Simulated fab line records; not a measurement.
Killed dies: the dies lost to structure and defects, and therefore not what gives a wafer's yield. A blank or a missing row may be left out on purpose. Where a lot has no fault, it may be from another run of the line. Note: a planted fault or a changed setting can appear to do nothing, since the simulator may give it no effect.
A struck lot beside a sound one | flow berkeleyCmos170 | 17 steps out of a route of 331
Sound: these wafers, L135.1, L135.4, L135.6. Struck: wafers L142.1, L142.2, L142.5. The cause comes at the end.
Each step with rows lists, per side, the tool, then ch with its chambers, then its first start. Under that, the readings that differ: sound wafers | struck wafers | difference of the means | sigmas: that difference in standard deviations of wafers without a fault.
alike: a reading whose means differ by less than 2 such deviations, as well as words and numbers matching on both sides. not compared: withheld readings; readings where some wafer has no value; bounds like >300 that might hide an equal value; numbers whose values overlap and for which the record gives no deviation.
Wherever a step has rows on one side only, a row that says differs or no value, or a row with sigmas, the two part there. Numbers that don't overlap but have no deviation are shown without sigmas and don't part them. A reading missing from all wafers of one side parts the sides only when that side holds two or more wafers.

UCB170_NWELL_THK_MEAS_02:
  sound: filmMetro-02 at day 2 06:36; struck: filmMetro-04 at day 3 18:49
  alike: NWELL_OXIDE_THK
then, 2 steps without rows for these wafers: UCB170_NWELL_ANNEAL_03 (time 900 s); UCB170_NWELL_CVD_04 (deposits Si3N4 from SiH2Cl2/NH3, target thk 224 nm, time 3360 s).
UCB170_NWELL_THK_MEAS_05:
  sound: filmMetro-02 at day 2 13:28; struck: filmMetro-03 at day 3 23:30
reading                | sound             | struck            | difference | sigmas
NWELL_NITRIDE_THK (nm) | 226.6 226.9 226.5 | 231.3 229.9 230.8 | +4.0       | +2
then, 6 steps without rows for these wafers: UCB170_NWELL_HMDS_06 (prime time 60 s); UCB170_NWELL_COAT_07 (resist thk 900 nm); UCB170_NWELL_SOFTBAKE_08 (time 60 s); UCB170_NWELL_EXPOSE_09 (exposes mask NWELL, target cd 3000 nm); UCB170_NWELL_PEB_10; UCB170_NWELL_DEVELOP_11 (develop time 45 s).
UCB170_NWELL_OVL_MEAS_12:
  sound: overlay-01 at day 2 15:18; struck: overlay-02 at day 4 00:52
  alike: NWELL_OVL
UCB170_NWELL_ETCH_13: etches Si3N4 in CH3F/Ar/O2, stops on SiO2, target depth 246.4 nm, time 154 s.
  sound on rieDiel-02 ch 0,2,3, day 2 15:20; struck on rieDiel-04 ch 0,2,3, day 4 00:54
  alike: O2_flow_sccm, drypumpMotorCurrentA, oesProductAu, rfFwdPowerW, throttleValvePct
  not compared: rfHoursCounterH
UCB170_NWELL_IMPLANT_14:
  sound on implanter-02 ch 0, day 2 15:26; struck on implanter-01 ch 0, day 4 01:00
reading          | sound                         | struck                      | difference | sigmas
doseIonsCm2      | 9.974e+12 9.981e+12 9.975e+12 | 6.36e+12 6.37e+12 6.374e+12 | -3.61e+12  | -99 or more
faradayCurrentUA | 32.7 30.5 31.3                | 19.9 19.8 19.6              | -11.7      | -18
UCB170_NWELL_STRIP_15: strips in O2.
  sound on plasmaAsher-03 ch 0,1, day 2 15:35; struck on plasmaAsher-03 ch 0,1, day 4 01:09
  alike: drypumpMotorCurrentA, oesProductAu, stripTimeToEndpointS
  not compared: rfHoursCounterH
UCB170_NWELL_TW_MEAS_16:
  sound: filmMetro-02 at day 2 15:41; struck: filmMetro-02 at day 4 01:15
reading  | sound          | struck         | difference | sigmas
NWELL_TW | 1235 1236 1237 | 1066 1077 1068 | -166       | -15
then, 1 step without rows for these wafers: UCB170_NWELL_CLEAN_17 (cleans in SPM, time 600 s).
-- the record jumps here: 6 days lie between the struck wafers' starts before and after (it left off in module NWELL and takes up again in module M3, whose first step shown is number 331 of the route) --
UCB170_M3_PROBE_99:
  the record has rows for the struck wafers here (prober-02, day 9 19:16) and none for the sound ones

== WHERE THEY PART ==
First at UCB170_NWELL_THK_MEAS_05; last, within this record, at UCB170_M3_PROBE_99.

WHY: what had been put in by the simulator
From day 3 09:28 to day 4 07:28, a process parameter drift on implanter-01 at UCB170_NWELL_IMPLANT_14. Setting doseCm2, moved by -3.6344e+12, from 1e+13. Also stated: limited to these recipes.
